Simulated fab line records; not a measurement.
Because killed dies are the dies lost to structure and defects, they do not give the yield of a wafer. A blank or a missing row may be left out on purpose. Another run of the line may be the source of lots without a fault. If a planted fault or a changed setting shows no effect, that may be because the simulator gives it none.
fab line records	flow berkeleyCmos170
record: lots: 6	wafers: 18	lastDay: 12
route steps=331 shown M2@282 V2@292
lots with no fault: from the same line, run without faults
startH: hours from the record's first day to the start of the lot's first wafer shown	waitH: hours from the lot's prior step to this one	" unchanged from the row above	L1.1+2: a row that stands for several wafers	- value missing, or start not given	* or withheld: withheld	< > ~ a bound
route shown NAME@n: names a module that has steps shown in the file, with the first one's number in the route	usual: mean and standard deviation over wafers with no fault	same: alike in all rows	chamber/n: place in a boat	sites: the reading at each site	_std_site: standard deviation of those values	_edge_site: outer sites' mean less inner sites'	radiusMm: for every site, how far away it sits from the centre of the wafer	mask NAME#n: copy n	behind: the most recent tool/chamber to have shaped the wafer	hold: reason for holding the lot/hours on hold/outcome of the hold	device: whichever transistor did not switch (one of n, p or np)	end of line: the tests these same wafers got at the end of their route	a step without rows: its recipe alone	killed: at the first sort, the dies lost to defects and structure; wafer yield is something else	map: dies across one wafer; x = killed, . = not, _ = none there
set.NAME: the run value of the setting; set.NAME@STEP: its run value at that earlier step	model.NAME: the simulator's own value behind a step, which no gauge read
lots seen at some steps along the route; tables by step, rows by wafer
services: a tool's chamber out of use, with start hour (startH, from the record's first day; less than 0 if before it), hours out, and reason
== steps ==
step: UCB170_M2_SOFTBAKE_11
recipe: resist: KrF	tempC: 130	timeS: 60
step: UCB170_M2_EXPOSE_12
recipe: maskId: METAL2	targetCdNm: 700	na: 0.5	sigmaOuter: 0.6	sourceShape: conventional	doseMj: 26.51
step: UCB170_M2_PEB_13
recipe: pebTempC: 130	pebTimeS: withheld	resist: KrF
step: UCB170_M2_DEVELOP_14
recipe: developer: TMAH	developTimeS: 45	resist: KrF	devTempC: 21
step: UCB170_M2_CD_MEAS_15
recipe: targetCdNm: 700
usual: cdNm: 700.2/1.1
lot.wafer	tool	chamber	startH	waitH	cdNm
L579.1	cdSem-01	-	176.45	-	697.8
L579.3	"	-	"	"	698.3
L579.4	"	-	"	"	699.4
L581.2	cdSem-02	-	176.53	-	700.9
L581.4	"	-	"	"	701.7
L581.6	"	-	"	"	700.9
L583.2	cdSem-01	-	177.08	-	701.8
L583.3	"	-	"	"	701.1
L583.6	"	-	"	"	701.9
L592.1	cdSem-01	-	234.09	-	700.2
L592.4	"	-	"	"	700.0
L592.5	"	-	"	"	699.6
L594.1	cdSem-02	-	245.64	-	700.0
L594.2	"	-	"	"	700.4
L594.4	"	-	"	"	702.3
L600.2	cdSem-02	-	271.95	-	700.5
L600.3	"	-	"	"	700.0
L600.6	"	-	"	"	701.1
step: UCB170_M2_OVL_MEAS_16
usual: M2_OVL: 4/5.2
lot.wafer	tool	chamber	startH	waitH	M2_OVL[nm]
L579.1	overlay-02	-	176.57	0.1	1
L579.3	"	-	"	"	0
L579.4	"	-	"	"	8
L581.2	overlay-02	-	176.63	0.1	13
L581.4	"	-	"	"	11
L581.6	"	-	"	"	10
L583.2	overlay-01	-	177.18	0.1	1
L583.3	"	-	"	"	0
L583.6	"	-	"	"	5
L592.1	overlay-02	-	234.21	0.1	10
L592.4	"	-	"	"	0
L592.5	"	-	"	"	12
L594.1	overlay-01	-	245.76	0.1	1
L594.2	"	-	"	"	-4
L594.4	"	-	"	"	-2
L600.2	overlay-02	-	272.05	0.1	9
L600.3	"	-	"	"	4
L600.6	"	-	"	"	5
step: UCB170_M2_ETCH_17
recipe: chemistry: N2/H2	targetDepthA: withheld	overetchA: withheld	target: BARC	timeS: withheld	sourceW: 500	biasW: 100	pressureMtorr: 30	n2FlowSccm: 100	h2FlowSccm: 200
usual: drypumpMotorCurrentA: 5.9/0.34	oesProductAu: 1.004/0.017	throttleValvePct: 13.26/0.25
lot.wafer	tool	chamber	startH	waitH	drypumpMotorCurrentA	oesProductAu	throttleValvePct
L579.1	rieDiel-01	3	176.61	0.0	6.0	0.986	13.40
L579.3	"	0	"	"	5.9	1.012	13.34
L579.4	"	2	"	"	5.5	1.027	13.18
L581.2	rieDiel-02	0	176.66	0.0	5.7	1.013	13.18
L581.4	"	2	"	"	5.5	0.981	13.72
L581.6	"	2	"	"	5.5	0.990	13.74
L583.2	rieDiel-01	1	177.21	0.0	6.2	1.005	13.21
L583.3	"	2	"	"	5.5	1.021	13.17
L583.6	"	1	"	"	6.2	1.006	13.20
L592.1	rieDiel-01	3	234.24	0.0	6.0	1.006	13.41
L592.4	"	0	"	"	5.9	1.006	13.35
L592.5	"	2	"	"	5.5	1.012	13.18
L594.1	rieDiel-03	2	245.79	0.0	6.3	1.015	13.06
L594.2	"	3	"	"	6.3	0.991	13.11
L594.4	"	3	"	"	6.3	0.996	13.08
L600.2	rieDiel-01	2	272.08	0.0	5.5	1.016	13.16
L600.3	"	1	"	"	6.2	1.011	13.20
L600.6	"	1	"	"	6.2	1.021	13.19
step: UCB170_M2_METAL_ETCH_18
recipe: chemistry: Cl2/BCl3	target: Al	stopOn: SiO2	pressureMtorr: 12	targetDepthA: 11700	overEtchFrac: 0.3	timeS: 195	icpW: 600	biasW: 120	Cl2_flow_sccm: 90	bcl3FlowSccm: 45
usual: drypumpMotorCurrentA: 5.5/0.35	heBacksideLeakSccm: 3.43/0.19	oesProductAu: 0.853/0.014	throttleValvePct: 24.55/0.2
same: overEtchFrac: 0.3
lot.wafer	tool	chamber	startH	waitH	drypumpMotorCurrentA	heBacksideLeakSccm	oesProductAu	rfHoursCounterH	throttleValvePct
L579.1	rieMetal-01	1	176.65	-	6.1	3.71	0.851	2	24.85
L579.3	"	1	"	"	6.0	3.65	0.855	-	24.85
L579.4	"	0	"	"	5.3	3.17	0.839	-	24.67
L581.2	rieMetal-04	0	176.70	-	5.3	3.80	0.883	8	24.40
L581.4	"	1	"	"	5.3	3.40	0.863	-	24.48
L581.6	"	1	"	"	5.2	3.31	0.860	-	24.47
L583.2	rieMetal-01	0	177.25	-	5.3	3.19	0.851	10	24.66
L583.3	"	1	"	"	6.0	3.49	0.854	-	24.85
L583.6	"	0	"	"	5.3	3.29	0.843	-	24.65
L592.1	rieMetal-02	1	234.28	-	5.4	3.21	0.850	10	24.68
L592.4	"	0	"	"	6.1	3.53	0.845	-	24.28
L592.5	"	1	"	"	5.4	3.20	0.840	-	24.67
L594.1	rieMetal-04	1	245.84	-	5.2	3.42	0.849	15	24.50
L594.2	"	0	"	"	5.3	3.75	0.873	11	24.39
L594.4	"	0	"	"	5.3	3.64	0.875	-	24.42
L600.2	rieMetal-01	1	272.12	-	6.0	3.48	0.855	4	24.84
L600.3	"	0	"	"	5.3	3.30	0.844	-	24.66
L600.6	"	1	"	"	6.0	3.54	0.860	-	24.84
step: UCB170_M2_STRIP_19
recipe: chemistry: O2	powerW: 400	pressureMtorr: 3500	platenTempC: withheld	o2FlowSccm: 400	overashFraction: 0.5
usual: drypumpMotorCurrentA: 5.4/0.45	oesProductAu: 0.542/0.018
same: overashFraction: 0.5
lot.wafer	tool	chamber	startH	waitH	drypumpMotorCurrentA	oesProductAu	rfHoursCounterH
L579.1	plasmaAsher-04	0	176.84	0.1	5.7	0.529	38
L579.3	"	0	"	"	5.7	0.534	-
L579.4	"	1	"	"	5.8	0.565	-
L581.2	plasmaAsher-01	0	176.89	0.1	5.9	0.517	8
L581.4	"	1	"	"	6.0	0.554	-
L581.6	"	0	"	"	5.9	0.546	-
L583.2	plasmaAsher-03	0	177.44	0.1	5.1	0.567	46
L583.3	"	1	"	"	4.8	0.536	-
L583.6	"	1	"	"	4.8	0.567	-
L592.1	plasmaAsher-04	1	234.47	0.1	5.7	0.576	44
L592.4	"	0	"	"	5.6	0.560	-
L592.5	"	0	"	"	5.6	0.571	-
L594.1	plasmaAsher-03	1	246.02	0.1	4.8	0.550	54
L594.2	"	0	"	"	5.1	0.521	54
L594.4	"	0	"	"	5.0	0.514	-
L600.2	plasmaAsher-01	1	272.31	0.1	6.0	0.533	19
L600.3	"	1	"	"	6.0	0.558	-
L600.6	"	1	"	"	6.0	0.519	-
step: UCB170_M2_CD_MEAS_90
recipe: targetCdNm: 700
usual: cdNm: 701/3.1
lot.wafer	tool	chamber	startH	waitH	cdNm
L579.1	cdSem-01	-	176.94	0.1	698
L579.3	"	-	"	"	698
L579.4	"	-	"	"	704
L581.2	cdSem-02	-	177.01	0.1	699
L581.4	"	-	"	"	704
L581.6	"	-	"	"	701
L583.2	cdSem-01	-	177.56	0.1	706
L583.3	"	-	"	"	700
L583.6	"	-	"	"	704
L592.1	cdSem-02	-	234.57	0.1	702
L592.4	"	-	"	"	700
L592.5	"	-	"	"	703
L594.1	cdSem-01	-	246.12	0.1	702
L594.2	"	-	"	"	694
L594.4	"	-	"	"	698
L600.2	cdSem-01	-	272.43	0.1	697
L600.3	"	-	"	"	703
L600.6	"	-	"	"	703
step: UCB170_V2_CVD_00
recipe: material: SiO2	targetThkNm: 2000	tempC: 390	precursor: TEOS/O2	timeS: 250	rfW: 550	pressureMtorr: 9000
usual: heaterPowerW: 250/48
lot.wafer	tool	chamber	startH	waitH	heaterPowerW
L579.1	pecvd-04	1	177.06	0.1	245
L579.3	"	0	"	"	231
L579.4	"	1	"	"	312
L581.2	pecvd-03	0	177.11	0.1	236
L581.4	"	0	"	"	162
L581.6	"	1	"	"	292
L583.2	pecvd-04	2	177.66	0.1	275
L583.3	"	1	"	"	300
L583.6	"	1	"	"	231
L592.1	pecvd-03	2	234.69	0.1	280
L592.4	"	1	"	"	294
L592.5	"	0	"	"	238
L594.1	pecvd-03	0	246.24	0.1	193
L594.2	"	2	"	"	244
L594.4	"	1	"	"	211
L600.2	pecvd-02	2	272.53	0.1	301
L600.3	"	1	"	"	252
L600.6	"	1	"	"	206
step: UCB170_V2_THK_MEAS_01
recipe: reads: SiO2_of_V2_CVD_00
usual: V2_TEOS_THK: 1990/23
lot.wafer	tool	chamber	startH	waitH	V2_TEOS_THK[nm]
L579.1	filmMetro-02	-	177.21	0.1	1996
L579.3	"	-	"	"	1975
L579.4	"	-	"	"	2023
L581.2	filmMetro-04	-	177.28	0.1	1967
L581.4	"	-	"	"	1982
L581.6	"	-	"	"	1999
L583.2	filmMetro-04	-	177.83	0.1	2003
L583.3	"	-	"	"	1980
L583.6	"	-	"	"	2013
L592.1	filmMetro-02	-	234.85	0.1	1990
L592.4	"	-	"	"	2042
L592.5	"	-	"	"	2002
L594.1	filmMetro-02	-	246.40	0.1	1961
L594.2	"	-	"	"	1988
L594.4	"	-	"	"	2002
L600.2	filmMetro-04	-	272.70	0.1	1963
L600.3	"	-	"	"	1986
L600.6	"	-	"	"	2008
step: UCB170_V2_CMP_02
recipe: material: SiO2	downForcePsi: 6	platenRpm: 60	padVelocityMS: 0.75398
usual: motorCurrentA: 15.6/1.8
lot.wafer	tool	chamber	startH	waitH	motorCurrentA	model.SiO2_of_V2_CVD_00.thkNm
L579.3	cmp-01	2	177.27	0.0	16.1	999.9
L579.1	"	3	"	"	13.1	998.6
L579.4	"	1	"	"	13.4	998
L581.4	cmp-02	0	177.38	0.1	16.3	1344
L581.2	"	2	"	"	13.8	1002
L581.6	"	0	"	"	15.7	1350
L583.3	cmp-02	2	177.88	0.0	15.0	1001
L583.2	"	0	"	"	16.0	1352
L583.6	"	3	"	"	19.8	1001
L592.1	cmp-01	1	235.24	0.4	13.7	999.2
L592.4	"	3	"	"	13.3	998.9
L592.5	"	1	"	"	14.2	998.6
L594.2	cmp-01	3	246.46	0.0	13.0	997.7
L594.1	"	0	"	"	17.3	999.2
L594.4	"	1	"	"	13.7	999.3
L600.3	cmp-02	3	272.75	0.0	18.9	1001
L600.2	"	2	"	"	14.6	1001
L600.6	"	0	"	"	16.6	1001
step: UCB170_V2_BOW_MEAS_03
recipe: mode: bow
usual: V2_BOW: 37/7.1
lot.wafer	tool	chamber	startH	waitH	V2_BOW[um]
L579.1	filmMetro-02	-	177.57	0.2	35
L579.3	"	-	"	"	36
L579.4	"	-	"	"	46
L581.2	filmMetro-03	-	177.65	0.1	31
L581.4	"	-	"	"	44
L581.6	"	-	"	"	36
L583.2	filmMetro-04	-	178.20	0.2	46
L583.3	"	-	"	"	22
L583.6	"	-	"	"	40
L592.1	filmMetro-03	-	235.54	0.2	23
L592.4	"	-	"	"	46
L592.5	"	-	"	"	34
L594.1	filmMetro-02	-	246.76	0.2	40
L594.2	"	-	"	"	38
L594.4	"	-	"	"	34
L600.2	filmMetro-04	-	273.07	0.1	38
L600.3	"	-	"	"	40
L600.6	"	-	"	"	42
step: UCB170_V2_THK_MEAS_04
recipe: reads: SiO2_of_V2_CVD_00
usual: V2_POLISHED_THK: 999.8/1.5
lot.wafer	tool	chamber	startH	waitH	V2_POLISHED_THK[nm]
L579.1	filmMetro-02	-	177.69	0.1	998.5
L579.3	"	-	"	"	1000.6
L579.4	"	-	"	"	998.2
L581.2	filmMetro-03	-	177.76	0.1	1001.5
L581.4	"	-	"	"	1343.8
L581.6	"	-	"	"	1350.0
L583.2	filmMetro-04	-	178.31	0.1	1352.4
L583.3	"	-	"	"	999.5
L583.6	"	-	"	"	1001.5
L592.1	filmMetro-03	-	235.66	0.1	999.3
L592.4	"	-	"	"	999.4
L592.5	"	-	"	"	997.7
L594.1	filmMetro-02	-	246.88	0.1	999.8
L594.2	"	-	"	"	999.1
L594.4	"	-	"	"	998.5
L600.2	filmMetro-04	-	273.18	0.1	1001.3
L600.3	"	-	"	"	1001.5
L600.6	"	-	"	"	1000.9
step: UCB170_V2_CLEAN_05
recipe: chemistry: DIW
step: UCB170_V2_HMDS_06
recipe: primeTimeS: 60	primeTempC: 100
step: UCB170_V2_COAT_07
recipe: resist: KrF	spinRpm: 1500	resistThkNm: 900
step: UCB170_V2_SOFTBAKE_08
recipe: resist: KrF	tempC: 130	timeS: 60
step: UCB170_V2_EXPOSE_09
recipe: maskId: VIA2	targetCdNm: 700	na: 0.5	sigmaOuter: 0.6	sourceShape: conventional	doseMj: 37
step: UCB170_V2_PEB_10
recipe: pebTempC: 130	pebTimeS: withheld	resist: KrF
step: UCB170_V2_DEVELOP_11
recipe: developer: TMAH	developTimeS: 45	resist: KrF	devTempC: 21
step: UCB170_V2_CD_MEAS_12
recipe: targetCdNm: 700
usual: cdNm: 699.8/1.4
lot.wafer	tool	chamber	startH	waitH	cdNm
L579.1	cdSem-01	-	178.77	-	699.8
L579.3	"	-	"	"	700.1
L579.4	"	-	"	"	700.9
L581.2	cdSem-02	-	179.52	-	698.3
L581.4	"	-	"	"	699.7
L581.6	"	-	"	"	698.7
L583.2	cdSem-01	-	179.75	-	702.9
L583.3	"	-	"	"	703.7
L583.6	"	-	"	"	702.6
L592.1	cdSem-02	-	240.17	-	697.9
L592.4	"	-	"	"	700.3
L592.5	"	-	"	"	698.2
L594.1	cdSem-02	-	248.54	-	700.9
L594.2	"	-	"	"	699.2
L594.4	"	-	"	"	700.6
L600.2	cdSem-01	-	275.05	-	700.3
L600.3	"	-	"	"	698.5
L600.6	"	-	"	"	697.5
step: UCB170_V2_OVL_MEAS_13
usual: V2_OVL: 1/5.6
lot.wafer	tool	chamber	startH	waitH	V2_OVL[nm]
L579.1	overlay-01	-	178.89	0.1	1
L579.3	"	-	"	"	2
L579.4	"	-	"	"	7
L581.2	overlay-02	-	179.63	0.1	1
L581.4	"	-	"	"	-1
L581.6	"	-	"	"	2
L583.2	overlay-01	-	179.86	0.1	10
L583.3	"	-	"	"	8
L583.6	"	-	"	"	11
L592.1	overlay-02	-	240.29	0.1	-8
L592.4	"	-	"	"	2
L592.5	"	-	"	"	1
L594.1	overlay-02	-	248.66	0.1	0
L594.2	"	-	"	"	1
L594.4	"	-	"	"	-2
L600.2	overlay-02	-	275.15	0.1	-3
L600.3	"	-	"	"	-5
L600.6	"	-	"	"	-5
step: UCB170_V2_ETCH_14
recipe: chemistry: CHF3/CF4/Ar	target: SiO2	stopOn: Al	CHF3_flow_sccm: 45	cf4FlowSccm: 15	Ar_flow_sccm: 150	pressureMtorr: 200	rfW: 679.8	targetDepthA: 12500	overEtchFrac: 0.25	timeS: 291
usual: drypumpMotorCurrentA: 6.0/0.46	oesProductAu: 0.875/0.012	throttleValvePct: 6.91/0.15
same: overEtchFrac: 0.25
lot.wafer	tool	chamber	startH	waitH	drypumpMotorCurrentA	oesProductAu	rfHoursCounterH	throttleValvePct	model.V2.featureDepthNm	model.etch.depthNm
L579.1	rieDiel-02	0	178.92	0.0	5.7	0.879	106	6.90	998.6	998.6
L579.3	"	1	"	"	5.6	0.870	6	6.79	1000	999.9
L579.4	"	0	"	"	5.7	0.875	-	6.89	998	998
L581.2	rieDiel-04	3	179.66	0.0	6.7	0.878	54	6.83	1002	1002
L581.4	"	1	"	"	6.4	0.971	37	6.92	1211	1211
L581.6	"	3	"	"	6.7	0.986	-	6.84	1211	1211
L583.2	rieDiel-02	0	179.89	0.0	5.7	1.003	106	6.90	1236	1236
L583.3	"	2	"	"	5.5	0.864	18	7.19	1001	1001
L583.6	"	2	"	"	5.5	0.863	-	7.19	1001	1001
L592.1	rieDiel-02	0	240.33	0.0	5.7	0.876	107	6.89	999.2	999.2
L592.4	"	1	"	"	5.6	0.875	10	6.80	999.1	998.9
L592.5	"	3	"	"	6.4	0.855	-	6.78	998.6	998.6
L594.1	rieDiel-02	1	248.70	0.0	5.7	0.873	10	6.80	999.4	999.2
L594.2	"	2	"	"	5.5	0.859	22	7.19	997.7	997.7
L594.4	"	3	"	"	6.4	0.853	5	6.77	999.3	999.3
L600.2	rieDiel-02	1	275.18	0.0	5.6	0.866	11	6.80	1001	1001
L600.3	"	2	"	"	5.5	0.863	23	7.20	1001	1001
L600.6	"	1	"	"	5.6	0.881	-	6.79	1001	1001
step: UCB170_V2_STRIP_15
recipe: chemistry: O2	powerW: 400	pressureMtorr: 3500	platenTempC: withheld	o2FlowSccm: 400	overashFraction: 0.5
usual: drypumpMotorCurrentA: 5.80/0.13	oesProductAu: 0.722/0.005	stripTimeToEndpointS: 15.40/0.11
same: overashFraction: 0.5
lot.wafer	tool	chamber	startH	waitH	drypumpMotorCurrentA	oesProductAu	rfHoursCounterH	stripTimeToEndpointS
L579.1	plasmaAsher-04	1	179.10	0.1	5.78	0.729	38	15.51
L579.3	"	0	"	"	5.66	0.723	-	15.45
L579.4	"	1	"	"	5.77	0.726	-	15.46
L581.2	plasmaAsher-01	0	179.84	0.1	5.89	0.718	8	15.57
L581.4	"	1	"	"	5.98	0.723	-	15.51
L581.6	"	0	"	"	5.90	0.725	-	15.58
L583.2	plasmaAsher-04	1	180.07	0.1	5.79	0.717	38	15.36
L583.3	"	0	"	"	5.62	0.712	-	15.25
L583.6	"	1	"	"	5.75	0.725	-	15.23
L592.1	plasmaAsher-04	0	240.50	0.1	5.64	0.728	45	15.37
L592.4	"	0	"	"	5.64	0.722	-	15.36
L592.5	"	0	"	"	5.62	0.721	-	15.49
L594.1	plasmaAsher-04	1	248.88	0.1	5.76	0.725	46	15.36
L594.2	"	0	"	"	5.62	0.722	46	15.41
L594.4	"	1	"	"	5.73	0.719	-	15.59
L600.2	plasmaAsher-04	1	275.36	0.1	5.79	0.726	50	15.23
L600.3	"	0	"	"	5.63	0.725	-	15.41
L600.6	"	1	"	"	5.78	0.721	-	15.31
== services ==
tool	chamber	startH	hours	kind
pecvd-02	-	154.03	0.5	repair
rieDiel-04	2	157.10	15.3	repair
cmp-01	-	157.78	5.8	pm
rieDiel-02	2	169.75	3.6	repair
rieDiel-01	0	176.66	2.3	repair
rieDiel-02	3	177.17	8.4	repair
rieMetal-01	-	179.17	14.6	pm
rieDiel-03	-	179.98	0.2	repair
rieDiel-01	0	181.02	4.1	repair
plasmaAsher-01	-	181.24	4.2	repair
cmp-02	-	182.53	2.5	repair
rieDiel-03	-	184.42	0.3	repair
rieDiel-02	0	189.04	50.2	repair
cmp-01	-	190.46	4.5	pm
plasmaAsher-03	-	193.10	0.9	repair
pecvd-03	1	197.76	18.3	repair
cmp-02	-	205.55	11.4	pm
cmp-01	-	214.03	4.4	repair
plasmaAsher-01	-	214.13	1.8	repair
cmp-01	-	219.90	1.0	repair
cmp-02	-	232.00	4.0	pm
cmp-02	-	235.66	0.9	repair
pecvd-02	-	242.50	14.0	pm
cmp-02	-	247.48	4.3	repair
== key ==
firstSign: step: UCB170_V2_THK_MEAS_04	reading: V2_POLISHED_THK	direction: up	sigmas: 99+	usual: 999.8	struck: 1348.7
effect: step: UCB170_V2_ETCH_14	reading: oesProductAu	direction: up	sigmas: 9	usual: 0.875	struck: 0.987
modelEffect: step: UCB170_V2_CMP_02	value: SiO2_of_V2_CVD_00.thkNm	without: 1001	struck: 1349
modelEffect: step: UCB170_V2_ETCH_14	value: V2.featureDepthNm	without: 1001	struck: 1219
metAt UCB170_V2_CMP_02
struckWafers L581.4,L581.6,L583.2
laterRowsLeftOut L581.4,L581.6,L583.2
sortLeftOut L581.4,L581.6,L583.2
fault: kind: processParameterDrift	tool: cmp-02	chamber: 0	onsetH: 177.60	steps: UCB170_V2_CMP_02	channel: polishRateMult	offset: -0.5	shape: step	endH: 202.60
sortLeftOut: the simulated sort isn't trusted on such a fault, so these wafers' sort isn't shown, and their yield isn't known
laterRowsLeftOut: the simulator's readings of these wafers behind a module that went badly wrong aren't trusted and aren't shown, but for the sort
